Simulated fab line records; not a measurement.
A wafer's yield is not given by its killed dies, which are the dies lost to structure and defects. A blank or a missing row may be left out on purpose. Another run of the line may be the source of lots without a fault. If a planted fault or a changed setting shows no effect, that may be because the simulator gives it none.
What tool caused it? :: flow ritCmos :: 14 lots, 42 wafers sampled, at 2 steps of a route of 202

## WHAT EACH GAUGE READ, for each wafer
RIT_SPACER_THK_MEAS_04. Usual: for SPACER_NITRIDE_THK the level is 249.7 nm and the standard deviation is 2.7.
lot: L208
measured: day 2 22:02
on: filmMetro-02
SPACER_NITRIDE_THK (nm): 247.4 247.2 247.2
flag: 

lot: L209
measured: day 3 03:23
on: filmMetro-04
SPACER_NITRIDE_THK (nm): 248.8 250.1 249.2
flag: 

lot: L210
measured: day 3 11:06
on: filmMetro-02
SPACER_NITRIDE_THK (nm): 248.1 246.8 249.1
flag: 

lot: L212
measured: day 3 17:47
on: filmMetro-02
SPACER_NITRIDE_THK (nm): 248.0 250.2 250.3
flag: 

lot: L213
measured: day 4 03:51
on: filmMetro-04
SPACER_NITRIDE_THK (nm): 251.8 249.0 251.7
flag: 

lot: L214
measured: day 4 05:01
on: filmMetro-02
SPACER_NITRIDE_THK (nm): 248.3 245.7 250.1
flag: 

lot: L217
measured: day 4 18:03
on: filmMetro-04
SPACER_NITRIDE_THK (nm): 252.0 252.6 253.1
flag: 

lot: L218
measured: day 5 02:46
on: filmMetro-03
SPACER_NITRIDE_THK (nm): 250.8 251.2 251.9
flag: 

lot: L219
measured: day 5 05:25
on: filmMetro-02
SPACER_NITRIDE_THK (nm): 155.6 155.8 155.0
flag: OFF

lot: L220
measured: day 5 11:23
on: filmMetro-04
SPACER_NITRIDE_THK (nm): 149.6 152.2 152.1
flag: OFF

lot: L226
measured: day 6 18:40
on: filmMetro-04
SPACER_NITRIDE_THK (nm): 254.2 255.4 252.6
flag: 

lot: L227
measured: day 6 23:38
on: filmMetro-03
SPACER_NITRIDE_THK (nm): 254.3 253.9 252.0
flag: 

lot: L229
measured: day 7 09:02
on: filmMetro-03
SPACER_NITRIDE_THK (nm): 253.6 252.1 251.5
flag: 

lot: L231
measured: day 7 19:53
on: filmMetro-02
SPACER_NITRIDE_THK (nm): 247.3 247.9 246.3
flag: 

## TOOL THAT RAN EACH LOT (tool first, then ch and the chambers of the sampled wafers, then the start)
lot: L208
RIT_SPACER_CVD_03: lpcvd-02 ch 1, day 2 20:06

lot: L209
RIT_SPACER_CVD_03: lpcvd-02 ch 1, day 3 01:29

lot: L210
RIT_SPACER_CVD_03: lpcvd-01 ch 1, day 3 08:12

lot: L212
RIT_SPACER_CVD_03: lpcvd-01 ch 1, day 3 15:52

lot: L213
RIT_SPACER_CVD_03: lpcvd-02 ch 0, day 4 01:56

lot: L214
RIT_SPACER_CVD_03: lpcvd-01 ch 0, day 4 03:05

lot: L217
RIT_SPACER_CVD_03: lpcvd-02 ch 1, day 4 16:07

lot: L218
RIT_SPACER_CVD_03: lpcvd-02 ch 1, day 4 22:28

lot: L219
RIT_SPACER_CVD_03: lpcvd-01 ch 0, day 5 03:29

lot: L220
RIT_SPACER_CVD_03: lpcvd-01 ch 0, day 5 09:28

lot: L226
RIT_SPACER_CVD_03: lpcvd-02 ch 0, day 6 15:46

lot: L227
RIT_SPACER_CVD_03: lpcvd-02 ch 0, day 6 20:46

lot: L229
RIT_SPACER_CVD_03: lpcvd-02 ch 0, day 7 06:09

lot: L231
RIT_SPACER_CVD_03: lpcvd-02 ch 1, day 7 17:58
- RIT_SPACER_CVD_03: deposits Si3N4 from SiH2Cl2/NH3, target thk 250 nm, time 3300 s.

## WHAT THE TOOLS THEMSELVES READ (means of the sampled wafers that have a number; where no wafer has one, the mark that the record gives instead)
The record holds no such reading with a usual standard deviation.

## THE ANSWER, worked out from the rows above alone
Rule: take the mean of a lot's wafers that have a number; if it is more than 3 standard deviations from the usual mean, the lot is off. Also off: a lot with no number at a reading for which 4 or more lots have one. Any other lot the step has rows for is counted as sound. First the gauges in route order, then the tools' own readings, where a lot's mean is used as printed above. At the first step where some lot is off, the reading lying furthest off is the one used; lots without a number count as furthest.
Off: L219, L220, at RIT_SPACER_THK_MEAS_04 (SPACER_NITRIDE_THK).
A tool fits if, at a process step before that reading, it ran every lot that is off, and no sound lot after the first of them. Those tools and the gauges at RIT_SPACER_THK_MEAS_04 are tried in the same way. One fits: lpcvd-01 at RIT_SPACER_CVD_03. Its last sound lot is L214 (day 4 03:05), its first lot that is off L219 (day 5 03:29): a fault that began between those two fits.

## WHAT WAS PUT IN BY THE SIMULATOR
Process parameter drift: lpcvd-01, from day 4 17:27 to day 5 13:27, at RIT_SPACER_CVD_03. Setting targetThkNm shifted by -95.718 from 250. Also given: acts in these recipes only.
Lots struck among those shown: L219, L220. The rule above reached the same finding.
